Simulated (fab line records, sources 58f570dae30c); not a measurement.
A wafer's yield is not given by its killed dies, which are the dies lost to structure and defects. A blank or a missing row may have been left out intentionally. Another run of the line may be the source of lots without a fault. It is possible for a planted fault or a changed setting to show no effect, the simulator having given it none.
The tool behind it: which one? | flow berkeleyCmos170 | 42 wafers from 14 lots sampled at 4 of the route's 331 steps

== WHAT EACH GAUGE READ, for each wafer ==
UCB170_SPACER_THK_MEAS_01. Usual: SPACER_TEOS_THK typically reads 375 nm, with standard deviation 4.4.
lot  | measured     | on           | SPACER_TEOS_THK (nm) | flag
L128 | day 7 00:20  | filmMetro-01 | 371 372 374          | 
L131 | day 8 03:29  | filmMetro-03 | 375 384 379          | 
L132 | day 8 03:40  | filmMetro-02 | 376 382 376          | 
L135 | day 8 09:29  | filmMetro-02 | 380 379 383          | 
L138 | day 8 19:23  | filmMetro-02 | 374 383 378          | 
L137 | day 8 20:52  | filmMetro-03 | 373 371 379          | 
L136 | day 8 20:58  | filmMetro-01 | 370 374 374          | 
L134 | day 8 21:13  | filmMetro-03 | 370 380 381          | 
L140 | day 9 12:28  | filmMetro-03 | 376 381 382          | 
L141 | day 10 10:28 | filmMetro-02 | 379 379 380          | 
L146 | day 11 02:48 | filmMetro-02 | 324 331 329          | OFF
L151 | day 12 13:47 | filmMetro-03 | 371 375 377          | 
L150 | day 12 14:02 | filmMetro-02 | 322 332 336          | OFF
L149 | day 12 14:29 | filmMetro-03 | 370 369 373          | 

UCB170_V1_THK_MEAS_04. Usual: V1_POLISHED_THK typically reads 1000.2 nm, with standard deviation 1.1.
lot  | measured     | on           | V1_POLISHED_THK (nm) | flag
L128 | day 7 21:46  | filmMetro-01 | 1000.2 998.8 999.9   | 
L131 | day 9 04:42  | filmMetro-01 | 1000.7 1001.1 1001.2 | 
L132 | day 9 06:01  | filmMetro-03 | 998.7 999.1 998.9    | 
L135 | day 9 13:13  | filmMetro-03 | 1000.3 1001.9 1000.3 | 
L138 | day 9 22:47  | filmMetro-03 | 1000.4 1001.1 998.1  | 
L137 | day 10 00:07 | filmMetro-02 | 1001.1 999.9 1000.4  | 
L136 | day 10 01:27 | filmMetro-02 | 998.2 1000.0 999.8   | 
L134 | day 10 01:27 | filmMetro-03 | 1001.5 1000.1 999.8  | 
L140 | day 10 13:37 | filmMetro-02 | 1001.1 1000.4 999.4  | 
L141 | day 11 11:21 | filmMetro-03 | 1000.9 1000.6 1001.8 | 
L146 | day 11 23:22 | filmMetro-03 | 1001.8 998.9 1002.3  | 
L151 | day 13 14:38 | filmMetro-01 | 1003.1 1000.5 1001.6 | 
L150 | day 13 13:19 | filmMetro-01 | 1000.4 1001.3 999.8  | 
L149 | day 13 15:59 | filmMetro-01 | 999.8 1000.0 1001.2  | 

== EACH LOT AND THE TOOL THAT RAN IT (in order: tool; ch and the chambers of the sampled wafers; start) ==
lot  | UCB170_SPACER_CVD_00            | UCB170_SPACER_ETCHBACK_03
L128 | pecvd-01 ch 0,1, day 7 00:18    | rieDiel-03 ch 0,1,3, day 7 07:11
L131 | pecvd-04 ch 0,1,2, day 8 03:25  | rieDiel-03 ch 0,2,3, day 8 10:10
L132 | pecvd-03 ch 0,2, day 8 03:37    | rieDiel-04 ch 1,2,3, day 8 10:10
L135 | pecvd-04 ch 0,1,2, day 8 09:26  | rieDiel-04 ch 1,2,3, day 8 15:43
L138 | pecvd-01 ch 0,1,2, day 8 19:20  | rieDiel-03 ch 0,1,2, day 9 06:14
L137 | pecvd-04 ch 1,2, day 8 20:49    | rieDiel-04 ch 0,2,3, day 9 06:14
L136 | pecvd-03 ch 0,1, day 8 20:56    | rieDiel-03 ch 2,3, day 9 06:19
L134 | pecvd-01 ch 0,1,2, day 8 21:10  | rieDiel-04 ch 1,2, day 9 06:19
L140 | pecvd-03 ch 1,2, day 9 12:25    | rieDiel-02 ch 0,1, day 9 19:27
L141 | pecvd-01 ch 0,1,2, day 10 10:25 | rieDiel-02 ch 0,1,3, day 10 16:49
L146 | pecvd-01 ch 0,2, day 11 02:46   | rieDiel-04 ch 0,2, day 11 06:30
L151 | pecvd-03 ch 0,2, day 12 13:44   | rieDiel-04 ch 3, day 12 19:59
L150 | pecvd-01 ch 0,2, day 12 13:59   | rieDiel-03 ch 0,1,3, day 12 19:59
L149 | pecvd-03 ch 0,1,2, day 12 14:26 | rieDiel-02 ch 1,2, day 12 20:03
- UCB170_SPACER_CVD_00: deposits SiO2 from TEOS/O2, target thk 376 nm, time 47 s.
- UCB170_SPACER_ETCHBACK_03: etches SiO2 in CHF3/CF4/Ar, stops on Si, target depth 376 nm, time 100 s.

== AS READ BY THE TOOLS THEMSELVES (means over the sampled wafers that have a number; for cases with no such wafer, the mark the record gives instead) ==
UCB170_SPACER_CVD_00. Usual: heaterPowerW 279 W, standard deviation 59; rfFwdPowerW 544.3 W, standard deviation 2.4.
lot  | tool     | heaterPowerW (W) | rfFwdPowerW (W) | flag
L128 | pecvd-01 | 241              | 547.3           | 
L131 | pecvd-04 | 339              | 545.8           | 
L132 | pecvd-03 | 303              | 543.3           | 
L135 | pecvd-04 | 297              | 545.7           | 
L138 | pecvd-01 | 247              | 542.8           | 
L137 | pecvd-04 | 291              | 546.9           | 
L136 | pecvd-03 | 262              | 542.2           | 
L134 | pecvd-01 | 286              | 543.9           | 
L140 | pecvd-03 | 237              | 545.5           | 
L141 | pecvd-01 | 272              | 543.7           | 
L146 | pecvd-01 | 269              | 544.5           | 
L151 | pecvd-03 | 316              | 542.7           | 
L150 | pecvd-01 | 257              | 543.5           | 
L149 | pecvd-03 | 283              | 544.0           | 

UCB170_SPACER_ETCHBACK_03. Usual: drypumpMotorCurrentA 5.7 A, standard deviation 0.59; oesProductAu 0.904 a.u., standard deviation 0.017; rfFwdPowerW 497.3 W, standard deviation 1.6; throttleValvePct 6.41 %, standard deviation 0.11.
lot  | tool       | drypumpMotorCurrentA (A) | oesProductAu (a.u.) | rfFwdPowerW (W) | throttleValvePct (%) | flag
L128 | rieDiel-03 | 5.3                      | 0.902               | 497.2           | 6.37                 | 
L131 | rieDiel-03 | 5.7                      | 0.919               | 497.9           | 6.38                 | 
L132 | rieDiel-04 | 5.9                      | 0.912               | 497.5           | 6.44                 | 
L135 | rieDiel-04 | 5.9                      | 0.915               | 498.0           | 6.44                 | 
L138 | rieDiel-03 | 5.3                      | 0.924               | 497.0           | 6.37                 | 
L137 | rieDiel-04 | 5.8                      | 0.913               | 496.0           | 6.42                 | 
L136 | rieDiel-03 | 6.0                      | 0.904               | 499.8           | 6.29                 | 
L134 | rieDiel-04 | 5.9                      | 0.903               | 496.9           | 6.44                 | 
L140 | rieDiel-02 | 5.2                      | 0.904               | 499.2           | 6.51                 | 
L141 | rieDiel-02 | 5.5                      | 0.886               | 496.1           | 6.48                 | 
L146 | rieDiel-04 | 5.5                      | 0.843               | 496.5           | 6.39                 | OFF
L151 | rieDiel-04 | 6.2                      | 0.900               | 498.2           | 6.45                 | 
L150 | rieDiel-03 | 5.2                      | 0.828               | 497.6           | 6.35                 | OFF
L149 | rieDiel-02 | 5.7                      | 0.894               | 495.4           | 6.48                 | 

== THE ANSWER, worked out from the rows above alone ==
Rule: lot off if the mean of its wafers having a number is beyond 3 standard deviations from the usual mean. Also off: a lot with no number at a reading for which 4 or more lots have one. Where the step has rows for the other lots, those lots are counted as sound. The gauges are gone through in route order, then the tools' own readings, and for those a lot's mean is taken as printed above. The first step at which some lot is off is used, and at that step the reading that is off furthest; a lot without a number counts as furthest.
Off: L146, L150, at UCB170_SPACER_THK_MEAS_01 (SPACER_TEOS_THK).
A tool fits if, at a process step before that reading, it ran every lot that is off, and no sound lot after the first of them. Not tried: the gauges at UCB170_SPACER_THK_MEAS_01; whatever is off there is also off at UCB170_SPACER_ETCHBACK_03, on other tools, and gauge error can't account for it. One candidate fits, namely pecvd-01 at UCB170_SPACER_CVD_00. Its last sound lot is L141 (day 10 10:25), its first lot that is off L146 (day 11 02:46): a fault that began between those two fits.

== WHAT THE SIMULATOR HAD INSERTED ==
Site profile drift: pecvd-01, from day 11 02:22 on, at UCB170_SPACER_CVD_00. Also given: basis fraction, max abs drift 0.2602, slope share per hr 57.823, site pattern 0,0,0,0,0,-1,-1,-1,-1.
Struck lots among those shown: L146, L150. This agrees with what the rule above found.
